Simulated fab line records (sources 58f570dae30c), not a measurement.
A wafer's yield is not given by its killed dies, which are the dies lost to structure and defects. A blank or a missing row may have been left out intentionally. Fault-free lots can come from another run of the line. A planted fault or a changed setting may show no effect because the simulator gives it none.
Problem report in the 8D (eight disciplines) form, filled by code | flow berkeley_cmos170 | the parts of the form that need people (team, actions taken, sign-off) are left out

## 1. THE ISSUE
Across 6 wafers from 2 lots, PLDD_RS at UCB170_SDANNEAL_RS_MEAS_04 averages 1093.3 ohm/sq, while fault-free wafers read 1032.2 ohm/sq with a standard deviation of 2.9. That is +21 standard deviations from the usual mean.
The step: measures by four-point-probe.
The first sign was on wafer L282.2 at day 10 15:43, on film_metro-03. Wafers with a number at this step in the record: 42, from 14 lots. By rule, "out" or "out of limits" means more than 4 standard deviations away from the usual mean. Any other wafer with a number is counted as sound.

## 2. WHAT IT IS, WHAT IT ISN'T
question                    | is                           | is not
which readings at this step | PLDD_RS                      | -
which lots                  | L281, L282                   | L264, L265, L266, L267, L268, L270, L271, L272, L273, L277, L286, L287
which wafers of those lots  | all that have a number       | -
read on which gauges        | film_metro-03, film_metro-04 | film_metro-02
when                        | from day 10 15:43            | up to then (30 sound wafers); but 6 sound wafers of L286, L287 came after

## 3. WHAT RULES OUT EACH SUSPECT
Counting: a tool at a process step up to the reading stays a suspect if it ran every lot that is out and no sound lot after the first of them.
- ruled out: the gauge at UCB170_SDANNEAL_RS_MEAS_04. The wafers that are out were read on 2 gauges (film_metro-03, film_metro-04).
- furnace-02 at UCB170_SPACER_ANNEAL_02 (time 1800 s): kept. Every lot that is out went through it, starting with L281 (day 10 08:23), and after that it ran no sound lot; the last sound lot it ran before then is L277 (day 9 01:55).
The count leaves furnace-02 at UCB170_SPACER_ANNEAL_02.

## 4. THE CAUSE (what the simulator had put in)
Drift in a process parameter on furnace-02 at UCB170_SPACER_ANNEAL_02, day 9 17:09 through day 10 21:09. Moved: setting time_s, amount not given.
After counting, this tool was the only one left.

## 5. THE CHAIN OF EFFECTS, in route order
Rows list readings where the struck wafers' mean (over those with a number) sits beyond 3 standard deviations from the usual. Only readings whose record carries a usual standard deviation are examined. hours: median over the lots of the time between each lot's start at the first step of this table that gives one and its start at this step. sigmas: the change, counted in usual standard deviations.
hours | step                       | reading | usual         | on struck wafers | change | sigmas
0     | UCB170_SDANNEAL_RS_MEAS_04 | PLDD_RS | 1032.2 ohm/sq | 1093.3           | +61.1  | +21
5     | UCB170_SDANNEAL_RS_MEAS_05 | NLDD_RS | 617.1 ohm/sq  | 623.5            | +6.4   | +4.5

## 6. HOW IT WOULD HAVE BEEN CAUGHT EARLIER
23 hours passed between the start of the fault at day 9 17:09 and the first reading out of limits at a measuring or inspecting step in this record, taken at day 10 15:43.
No tool reading at UCB170_SPACER_ANNEAL_02 that has a usual standard deviation in the record was out on any struck wafer, so an alarm limit of 4 standard deviations on those readings would not have fired.
By day 10 15:43 the whole set of lots that are out, 2 in number, had already begun UCB170_SPACER_ANNEAL_02 on furnace-02. None of them would have been spared by holding the tool at that moment.
